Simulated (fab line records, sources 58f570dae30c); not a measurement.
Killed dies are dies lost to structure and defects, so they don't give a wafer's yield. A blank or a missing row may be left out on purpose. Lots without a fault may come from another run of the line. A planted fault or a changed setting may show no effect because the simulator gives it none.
fab line records | flow berkeley_cmos170
record lots=14 wafers=42 last_day=12
route steps=331 shown V2@302
lots that met no fault: from a run of the same line without faults
start_h: hours from the record's first day to the start of the lot's first wafer shown | wait_h: hours since the lot's step before | " the same as in the row above | L1.1+2: a row that stands for several wafers | - no value, or no start given | * or withheld: withheld | < > ~ a bound
route shown NAME@n: a module of which the file shows steps, and the number in the route of the first | usual: mean/standard deviation of fault-free wafers | same: alike in all rows | chamber/n: place in a boat | sites: the reading at each site | _std_site: their standard deviation | _edge_site: outer sites' mean less inner sites' | radius_mm: how far each site lies from the wafer's centre | mask NAME#n: copy n | behind: the tool/chamber that last shaped the wafer | hold: why the lot was held/for how many hours/how that ended | device: the transistor (n, p or np) that didn't switch | end of line: the same wafers' tests at the end of the route | a step without rows: its recipe alone | killed: dies lost to structure and defects at the first sort, not the wafer's yield | map: a wafer's dies, x killed, . not, _ none there
set.NAME: the setting as run; set.NAME@STEP: as run at that earlier step | model.NAME: the simulator's own value behind a step, which no gauge read
steps of the route over a sample of lots; a table a step, a row a wafer
## steps
# step UCB170_V2_PEB_10
# recipe peb_temp_c=130 peb_time_s=withheld resist=KrF
# usual chill_plate_temp_C=23.00/0.12 exhaust_pa=45.0/0.9
# columns lot.wafer tool chamber start_h wait_h chill_plate_temp_C exhaust_pa
L137.4 litho_track-02 0 154.37 0.1 22.88 44.0
L137.5 " 0 " " 22.97 45.5
L137.6 " 0 " " 22.95 46.3
L136.2 litho_track-01 0 155.33 0.6 22.86 45.0
L136.4 " 0 " " 23.06 45.0
L136.5 " 0 " " 23.01 43.9
L141.1 litho_track-02 - 190.52 0.2 - -
L141.2 " - " " - -
L141.6 " - " " - -
L142.1 litho_track-03 - 190.76 0.3 - -
L142.3 " - " " - -
L142.6 " - " " - -
L143.3 litho_track-02 0 190.85 0.2 22.80 44.4
L143.5 " 0 " " 23.09 45.3
L143.6 " 0 " " 22.86 45.0
L144.2 litho_track-02 0 198.25 0.1 22.95 45.5
L144.3 " 0 " " 22.97 45.2
L144.5 " 0 " " 23.16 45.1
L148.1 litho_track-03 0 226.76 0.2 22.90 44.4
L148.5 " 0 " " 23.06 44.3
L148.6 " 0 " " 22.99 42.4
L151.1 litho_track-01 0 237.02 0.1 23.19 45.2
L151.4 " 0 " " 23.08 44.9
L151.5 " 0 " " 22.98 44.7
L155.1 litho_track-01 0 250.92 0.2 23.15 43.5
L155.3 " 0 " " 23.04 45.7
L155.5 " 0 " " 23.14 46.2
L154.3 litho_track-03 0 251.13 0.2 23.04 45.8
L154.4 " 0 " " 23.14 45.6
L154.5 " 0 " " 22.83 46.5
L153.2 litho_track-03 0 251.38 0.1 23.03 45.4
L153.5 " 0 " " 22.92 45.2
L153.6 " 0 " " 23.09 44.7
L156.1 litho_track-02 0 264.30 0.1 22.81 45.1
L156.2 " 0 " " 22.91 44.6
L156.5 " 0 " " 22.89 46.4
L157.2 litho_track-02 0 271.24 0.2 22.88 43.2
L157.3 " 0 " " 22.99 44.6
L157.6 " 0 " " 22.92 44.3
L158.3 litho_track-03 0 271.87 0.1 22.98 45.8
L158.4 " 0 " " 22.94 44.5
L158.5 " 0 " " 22.83 44.9
## key
first_sign step=UCB170_V2_PEB_10 reading=tool_record direction=missing
effect none on later readings
met_at UCB170_V2_PEB_10
struck_lots L141,L142
later_rows_left_out L141.1,L141.2,L141.6,L142.1,L142.3,L142.6
sort_left_out L141.1,L141.2,L141.6,L142.1,L142.3,L142.6
onset_between 154.37 190.52
fault kind=skipped_step_whole tool=litho_track-02,litho_track-03 chamber=- onset_h=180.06 steps=UCB170_V2_PEB_10 scope=struck_lots_only
# sort_left_out: the simulated sort isn't trusted on such a fault, so these wafers' sort isn't shown, and their yield isn't known
# later_rows_left_out: the simulator's readings of these wafers behind a module that went badly wrong aren't trusted and aren't shown, but for the sort
